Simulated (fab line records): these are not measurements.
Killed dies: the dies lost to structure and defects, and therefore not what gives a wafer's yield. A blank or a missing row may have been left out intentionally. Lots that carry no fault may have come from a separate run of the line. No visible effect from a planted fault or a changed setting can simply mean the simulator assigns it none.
Split-lot experiment | flow berkeleyCmos170 | 23 wafers read from 5 lots, route of 331 steps

## THE SPLIT
At UCB170_ZERO_ETCH_06 (etches SiO2 in CHF3/CF4/Ar, time 12 s), the setting overEtchFrac was moved away from the recipe's 1.58 on 8 of the 23 wafers read, by +18.8% to +25.1%. The other wafers ran this setting at the recipe's value.

Reading taken at the split's own step.

## THE READING
oesProductAu, in a.u., at UCB170_ZERO_ETCH_06 (etches SiO2 in CHF3/CF4/Ar, time 12 s). A value of 0.613 a.u. with a standard deviation of 0.0078 a.u. is what fault-free wafers of this fab line usually give.

wafer  | tool, chamber at the split | overEtchFrac as run | against the recipe | oesProductAu, a.u. | against lot-mates on the recipe
L074.2 | rieDiel-01, 1              | 1.58                | recipe             | 0.618              | -
L074.3 | rieDiel-01, 0              | 1.977               | +25.1%             | 0.583              | -0.038
L074.4 | rieDiel-01, 2              | 1.58                | recipe             | 0.623              | -
L074.5 | rieDiel-01, 1              | 1.977               | +25.1%             | 0.572              | -0.049
L074.6 | rieDiel-01, 0              | 1.977               | +25.1%             | 0.586              | -0.035
L075.1 | rieDiel-04, 2              | 1.879               | +18.9%             | 0.586              | -0.027
L075.2 | rieDiel-04, 1              | 1.58                | recipe             | 0.602              | -
L075.3 | rieDiel-04, 3              | 1.58                | recipe             | 0.619              | -
L075.4 | rieDiel-04, 0              | 1.879               | +18.9%             | 0.598              | -0.015
L075.5 | rieDiel-04, 3              | 1.58                | recipe             | 0.617              | -
L077.2 | rieDiel-03, 2              | 1.877               | +18.8%             | 0.595              | -0.016
L077.3 | rieDiel-03, 1              | 1.877               | +18.8%             | 0.583              | -0.028
L077.4 | rieDiel-03, 0              | 1.58                | recipe             | 0.611              | -
L077.5 | rieDiel-03, 2              | 1.58                | recipe             | 0.612              | -
L077.6 | rieDiel-03, 3              | 1.877               | +18.8%             | 0.589              | -0.022
L081.1 | rieDiel-03, 2              | 1.58                | recipe             | 0.615              | -
L081.2 | rieDiel-03, 3              | 1.58                | recipe             | 0.613              | -
L081.3 | rieDiel-03, 1              | 1.58                | recipe             | 0.606              | -
L081.5 | rieDiel-03, 0              | 1.58                | recipe             | 0.619              | -
L081.6 | rieDiel-03, 1              | 1.58                | recipe             | 0.601              | -
L082.1 | rieDiel-04, 2              | 1.58                | recipe             | 0.595              | -
L082.2 | rieDiel-04, 0              | 1.58                | recipe             | 0.622              | -
L082.5 | rieDiel-04, 2              | 1.58                | recipe             | 0.605              | -

FIT RESULTS
A straight line over all 23 wafers: oesProductAu changes by -0.00121 a.u. for each +1% of overEtchFrac; r = -0.86; the points scatter about the line by 0.0077 a.u.
The same after taking each lot's own level away (the mean of its wafers on the recipe; 23 wafers): -0.0014 a.u. for each +1%; r = -0.89; scatter 0.0076 a.u.
On that fit, the largest move of overEtchFrac shifts the reading by 0.035 a.u.
The lots' own levels span 0.6073 to 0.6205 a.u., that is 1.7 times the standard deviation above.
Hence the slope depends on the lot-to-lot level, as the two fits are not the same.
Check: for one of the wafers moved furthest among these (+25.1%), held out of the fit, the line's prediction against its lot-mates is -0.0343 a.u. It came out at -0.0375 a.u. against them.
Tool readings at the split's step, against how far the setting was moved: oesProductAu r = -0.86.

## THE FILE'S OWN FIT
oesProductAu changes by -0.00136 a.u. for each +1% of overEtchFrac, r = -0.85.
